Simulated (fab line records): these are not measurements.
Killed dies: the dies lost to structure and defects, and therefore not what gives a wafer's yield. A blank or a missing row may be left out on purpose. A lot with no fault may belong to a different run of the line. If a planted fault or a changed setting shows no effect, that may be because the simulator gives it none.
Split-lot study	flow berkeley_cmos170	23 wafers read across 5 lots, on a route 331 steps long

## ABOUT THE SPLIT
At UCB170_SILICIDE_SPUTTER_01 (material Ti, target thk 30 nm, time 25 s), the setting time_s was moved away from the recipe's 25 s on 6 of the 23 wafers read, by -11.1% to +11.6%. For the rest of the wafers, this setting stayed at what the recipe calls for.

## FROM SPLIT TO READING: 1 step shown by the file between the two
- UCB170_SILICIDE_RS_MEAS_02: measures by four-point-probe

## THE READING
SILICIDE_TI_THK, in nm, at UCB170_SILICIDE_THK_MEAS_03 (measures by xrf). On this fab line, fault-free wafers typically give 30.2 nm with a standard deviation of 0.33 nm.

wafer	tool, chamber at the split	time_s as run, s	against the recipe	SILICIDE_TI_THK, nm	against lot-mates on the recipe
L076.1	pvd_sputter-04, -	25	recipe	30.1	-
L076.3	pvd_sputter-04, -	25	recipe	30.0	-
L076.4	pvd_sputter-04, -	27.91	+11.6%	33.2	+3.0
L076.5	pvd_sputter-04, -	27.91	+11.6%	33.4	+3.2
L076.6	pvd_sputter-04, -	25	recipe	30.4	-
L077.1	pvd_sputter-01, -	25	recipe	30.4	-
L077.2	pvd_sputter-01, -	25	recipe	30.5	-
L077.3	pvd_sputter-01, -	22.22	-11.1%	27.2	-3.2
L077.4	pvd_sputter-01, -	22.22	-11.1%	27.2	-3.2
L077.6	pvd_sputter-01, -	25	recipe	30.4	-
L079.2	pvd_sputter-01, -	25	recipe	30.1	-
L079.3	pvd_sputter-01, -	25	recipe	30.5	-
L079.4	pvd_sputter-01, -	27.4	+9.6%	33.2	+2.8
L079.5	pvd_sputter-01, -	27.4	+9.6%	33.2	+2.8
L079.6	pvd_sputter-01, -	25	recipe	30.5	-
L082.2	pvd_sputter-01, -	25	recipe	30.4	-
L082.3	pvd_sputter-01, -	25	recipe	30.4	-
L082.6	pvd_sputter-01, -	25	recipe	30.5	-
L084.1	pvd_sputter-04, -	25	recipe	30.2	-
L084.3	pvd_sputter-04, -	25	recipe	29.3	-
L084.4	pvd_sputter-04, -	25	recipe	29.6	-
L084.5	pvd_sputter-04, -	25	recipe	29.7	-
L084.6	pvd_sputter-04, -	25	recipe	29.9	-

THE FIT
A straight line over all 23 wafers: SILICIDE_TI_THK changes by +0.28 nm for each +1% of time_s; r = +0.98; the points scatter about the line by 0.34 nm.
The same after taking each lot's own level away (the mean of its wafers on the recipe; 23 wafers): +0.284 nm for each +1%; r = +0.99; scatter 0.19 nm.
On that fit, the largest move of time_s shifts the reading by 3.3 nm.
Across the lots, their own levels run from 29.74 to 30.43 nm, a range of 2.1 times the standard deviation given above.
Hence the lot-to-lot level has little effect on the slope; both slopes agree.
Check: for one of the wafers moved furthest among these (+11.6%), held out of the fit, the line's prediction against its lot-mates is +3.36 nm. Against them it came out at +3.03 nm.

## ADDITIONAL SPLITS CARRIED BY THESE WAFERS
Before the reading, these wafers also passed through other splits. Each is held against what the fit with the lots' levels taken away leaves over:
other split on the same wafers	wafers away from the commonest value	r with SILICIDE_TI_THK (lot level and that fit taken away)
UCB170_NSD_EXPOSE_03 dose_mj	3	-0.01

## THE WHOLE CHAIN: every reading that the file lists as answering this split, in the file's order
step	what it does	reading	change (the file's fit)	r (the file's)
UCB170_SILICIDE_SPUTTER_01	material Ti, target thk 30 nm, time 25 s	Ti_of_SILICIDE_SPUTTER_01.thk_nm (the simulator's own value, which no gauge read)	+0.291 nm for each +1% of the setting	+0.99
UCB170_SILICIDE_RS_MEAS_02	measures by four-point-probe	SILICIDE_TI_RS	-0.286 for each +1% of the setting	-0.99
UCB170_SILICIDE_THK_MEAS_03	measures by xrf	SILICIDE_TI_THK	+0.285 for each +1% of the setting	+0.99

## THE FILE'S OWN FIT
SILICIDE_TI_THK changes by +0.285 nm for each +1% of time_s, r = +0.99.
